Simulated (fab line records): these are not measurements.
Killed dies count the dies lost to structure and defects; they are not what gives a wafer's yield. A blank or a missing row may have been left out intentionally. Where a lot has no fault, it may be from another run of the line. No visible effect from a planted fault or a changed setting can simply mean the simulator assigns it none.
The tool behind it: which one?    flow rit-cmos    14 lots with 42 wafers sampled at 6 steps, on a route of 202 steps

## WHAT EACH GAUGE READ, for each wafer
RIT_ACTIVE_THK_MEAS_04. Usual: ACTIVE_NITRIDE_THK typically reads 149.1 nm, with standard deviation 1.1.
lot   measured     on             ACTIVE_NITRIDE_THK (nm)  flag
L393  day 1 19:08  film-metro-02  150.9 150.7 150.0        
L394  day 1 23:32  film-metro-02  148.3 148.1 147.0        
L395  day 2 05:08  film-metro-02  150.6 149.0 148.9        
L396  day 2 10:05  film-metro-04  149.5 150.4 149.2        
L397  day 2 15:47  film-metro-04  148.4 148.8 148.8        
L398  day 2 19:32  film-metro-03  150.4 149.1 149.8        
L400  day 3 05:42  film-metro-02  146.5 145.2 146.7        
L404  day 4 02:29  film-metro-04  251.4 251.5 251.8        OFF
L405  day 4 07:37  film-metro-02  251.1 250.3 251.4        OFF
L406  day 4 12:31  film-metro-03  148.1 149.7 149.6        
L408  day 4 21:33  film-metro-02  149.4 149.0 147.9        
L409  day 5 02:52  film-metro-03  150.4 150.3 152.0        
L410  day 5 08:34  film-metro-04  150.1 150.5 149.4        
L414  day 6 04:26  film-metro-04  149.2 149.4 148.9        

RIT_PWELL_OVL_MEAS_06. Usual: PWELL_OVL typically reads 0.0 nm, with standard deviation 1.4.
lot   measured     on          PWELL_OVL (nm)  flag
L393  day 2 05:02  overlay-01  -2.1 -2.7 -3.0  
L394  day 2 08:13  overlay-02  -2.3 -1.7 -1.3  
L395  day 2 16:34  overlay-01  2.7 2.9 0.8     
L396  day 2 19:34  overlay-01  -1.3 -0.4 0.9   
L397  day 3 04:02  overlay-01  1.9 1.3 0.9     
L398  day 3 07:12  overlay-01  2.0 1.5 1.0     
L400  day 3 14:37  overlay-02  0.4 -0.8 -0.1   
L406  day 4 21:59  overlay-02  -0.4 -1.3 -0.2  
L408  day 5 06:23  overlay-01  -1.0 -0.7 0.4   
L409  day 5 11:41  overlay-02  0.7 -2.0 -1.6   
L410  day 5 18:02  overlay-01  0.6 1.0 2.1     
L414  day 6 13:00  overlay-01  1.4 0.2 1.9     

RIT_PLDD_TW_MEAS_10. Usual: PLDD_TW typically reads 2354, with standard deviation 15.
lot   measured     on             PLDD_TW         flag
L393  day 3 01:54  film-metro-04  2362 2375 2366  
L394  day 3 06:50  film-metro-04  2362 2357 2357  
L395  day 3 14:35  film-metro-03  2375 2364 2367  
L396  day 3 16:46  film-metro-03  2367 2359 2363  
L397  day 4 03:40  film-metro-03  2349 2357 2360  
L398  day 4 05:49  film-metro-04  2358 2352 2360  
L400  day 4 13:52  film-metro-03  2362 2370 2356  
L406  day 5 20:13  film-metro-03  2367 2364 2371  
L408  day 6 04:14  film-metro-02  2336 2328 2345  
L409  day 6 09:48  film-metro-04  2380 2388 2384  
L410  day 6 16:01  film-metro-02  2337 2343 2345  
L414  day 7 11:53  film-metro-02  2340 2339 2359  

## TOOL THAT RAN EACH LOT (tool first, then ch and the chambers of the sampled wafers, then the start)
lot   RIT_ACTIVE_CVD_03           RIT_ACTIVE_ETCH_13                 RIT_PRETRO_STRIP_09
L393  lpcvd-02 ch 1, day 1 17:43  rie-diel-02 ch 0,1,2, day 1 20:44  plasma-asher-03 ch 0,1, day 2 14:41
L394  lpcvd-02 ch 1, day 1 22:07  rie-diel-03 ch 0,1,3, day 2 00:50  plasma-asher-02 ch 0, day 2 17:09
L395  lpcvd-01 ch 0, day 2 03:41  rie-diel-04 ch 2,3, day 2 06:25    plasma-asher-04 ch 0,1, day 3 01:51
L396  lpcvd-01 ch 1, day 2 08:40  rie-diel-04 ch 0,1,2, day 2 11:23  plasma-asher-04 ch 0,1, day 3 04:49
L397  lpcvd-01 ch 1, day 2 14:22  rie-diel-03 ch 0,3, day 2 17:08    plasma-asher-04 ch 0,1, day 3 13:02
L398  lpcvd-01 ch 0, day 2 18:07  rie-diel-02 ch 0,2,3, day 2 20:43  plasma-asher-03 ch 0,1, day 3 17:22
L400  lpcvd-02 ch 1, day 3 04:17  rie-diel-02 ch 0,1,3, day 3 07:03  plasma-asher-02 ch 0, day 4 01:01
L404  lpcvd-01 ch 0, day 4 00:21  rie-diel-03 ch 0,2,3, day 4 03:47  -
L405  lpcvd-01 ch 0, day 4 06:11  rie-diel-04 ch 2,3, day 4 08:54    -
L406  lpcvd-02 ch 1, day 4 11:04  rie-diel-02 ch 1,2,3, day 4 13:40  plasma-asher-03 ch 0,1, day 5 07:52
L408  lpcvd-02 ch 1, day 4 20:07  rie-diel-03 ch 0,3, day 4 22:50    plasma-asher-03 ch 0,1, day 5 16:16
L409  lpcvd-01 ch 1, day 5 01:28  rie-diel-02 ch 0,1,2, day 5 04:03  plasma-asher-04 ch 0,1, day 5 21:37
L410  lpcvd-02 ch 1, day 5 06:26  rie-diel-02 ch 1,2,3, day 5 09:55  plasma-asher-03 ch 0,1, day 6 03:08
L414  lpcvd-02 ch 0, day 6 03:00  rie-diel-03 ch 0,1,2, day 6 05:39  plasma-asher-04 ch 0,1, day 6 22:34
- RIT_ACTIVE_CVD_03: deposits Si3N4 from SiH2Cl2/NH3, target thk 150 nm, time 1500 s.
- RIT_ACTIVE_ETCH_13: etches Si3N4 in SF6, stops on SiO2, time 210 s, target depth 210 nm.
- RIT_PRETRO_STRIP_09: strips in O2, time 180 s.

## WHAT THE TOOLS THEMSELVES READ (means of the sampled wafers that have a number; where no wafer has one, the mark that the record gives instead)
RIT_ACTIVE_CVD_03. Usual: sih2cl2-flow-sccm 60.01 sccm, standard deviation 0.18; spike-tc-centre-C 812.4 C, standard deviation 1.1; spike-tc-load-C 833 C, standard deviation 3.5; spike-tc-source-C 830.7 C, standard deviation 1.3; susceptor-temp-C 810.1 C, standard deviation 0.35; zone-power-load-pct 22 %, standard deviation 3.
lot   tool      sih2cl2-flow-sccm (sccm)  spike-tc-centre-C (C)  spike-tc-load-C (C)  spike-tc-source-C (C)  susceptor-temp-C (C)  zone-power-load-pct (%)  flag
L393  lpcvd-02  59.97                     814.0                  830                  830.7                  809.9                 22                       
L394  lpcvd-02  59.99                     812.2                  830                  832.0                  810.2                 22                       
L395  lpcvd-01  59.89                     813.7                  831                  831.6                  810.8                 25                       
L396  lpcvd-01  60.03                     810.5                  837                  832.2                  810.2                 17                       
L397  lpcvd-01  60.21                     811.2                  837                  832.6                  810.1                 17                       
L398  lpcvd-01  60.05                     812.5                  832                  830.2                  810.1                 25                       
L400  lpcvd-02  59.92                     810.8                  830                  831.1                  810.1                 22                       
L404  lpcvd-01  59.81                     856.9                  876                  875.1                  855.2                 28                       OFF
L405  lpcvd-01  59.99                     857.5                  876                  875.2                  855.2                 28                       OFF
L406  lpcvd-02  60.07                     813.0                  829                  830.9                  809.9                 22                       
L408  lpcvd-02  59.84                     813.1                  830                  830.4                  809.9                 22                       
L409  lpcvd-01  60.17                     811.8                  838                  832.3                  810.2                 17                       
L410  lpcvd-02  60.13                     812.0                  830                  830.6                  810.0                 22                       
L414  lpcvd-02  60.22                     812.0                  837                  831.2                  809.7                 20                       

RIT_ACTIVE_ETCH_13. Usual: drypump-motor-current-A 5.7 A, standard deviation 0.48; oes-product-au 0.824 a.u., standard deviation 0.014; throttle-valve-pct 7.52 %, standard deviation 0.13.
lot   tool         drypump-motor-current-A (A)  oes-product-au (a.u.)  throttle-valve-pct (%)  flag
L393  rie-diel-02  5.9                          0.826                  7.55                    
L394  rie-diel-03  5.4                          0.811                  7.35                    
L395  rie-diel-04  5.8                          0.813                  7.58                    
L396  rie-diel-04  5.7                          0.817                  7.55                    
L397  rie-diel-03  5.9                          0.827                  7.39                    
L398  rie-diel-02  5.9                          0.839                  7.63                    
L400  rie-diel-02  5.6                          0.821                  7.60                    
L404  rie-diel-03  5.9                          1.018                  7.44                    OFF
L405  rie-diel-04  6.2                          0.992                  7.63                    OFF
L406  rie-diel-02  5.6                          0.828                  7.52                    
L408  rie-diel-03  5.8                          0.820                  7.35                    
L409  rie-diel-02  5.9                          0.832                  7.55                    
L410  rie-diel-02  5.6                          0.828                  7.52                    
L414  rie-diel-03  5.5                          0.815                  7.41                    

RIT_PRETRO_STRIP_09. Usual: drypump-motor-current-A at 5.6 A, with a standard deviation of 0.38.
lot   tool             drypump-motor-current-A (A)  flag
L393  plasma-asher-03  5.6                          
L394  plasma-asher-02  5.9                          
L395  plasma-asher-04  5.6                          
L396  plasma-asher-04  5.6                          
L397  plasma-asher-04  5.5                          
L398  plasma-asher-03  5.3                          
L400  plasma-asher-02  5.9                          
L406  plasma-asher-03  5.6                          
L408  plasma-asher-03  5.6                          
L409  plasma-asher-04  5.5                          
L410  plasma-asher-03  5.2                          
L414  plasma-asher-04  5.5                          

## THE ANSWER, worked out from the rows above alone
Rule: a lot counts as off when the mean over its wafers that have a number is more than 3 standard deviations away from the usual mean. Also off: a lot with no number at a reading for which 4 or more lots have one. Where the step has rows for the other lots, those lots are counted as sound. After the gauges, taken in route order, come the tools' own readings; for these a lot's mean is taken, as printed above. The first step at which some lot is off is used, and at that step the reading that is off furthest; a lot without a number counts as furthest.
Off: L404, L405, seen at RIT_ACTIVE_THK_MEAS_04 (ACTIVE_NITRIDE_THK).
If a tool, at a process step before that reading, ran all the lots that are off and no sound lot after the first of them, it fits. Not tried: the gauges at RIT_ACTIVE_THK_MEAS_04; whatever is off there is also off at RIT_ACTIVE_CVD_03, on other tools, and gauge error can't account for it. Not one of the candidates tried fits.

## WHAT THE SIMULATOR PUT IN
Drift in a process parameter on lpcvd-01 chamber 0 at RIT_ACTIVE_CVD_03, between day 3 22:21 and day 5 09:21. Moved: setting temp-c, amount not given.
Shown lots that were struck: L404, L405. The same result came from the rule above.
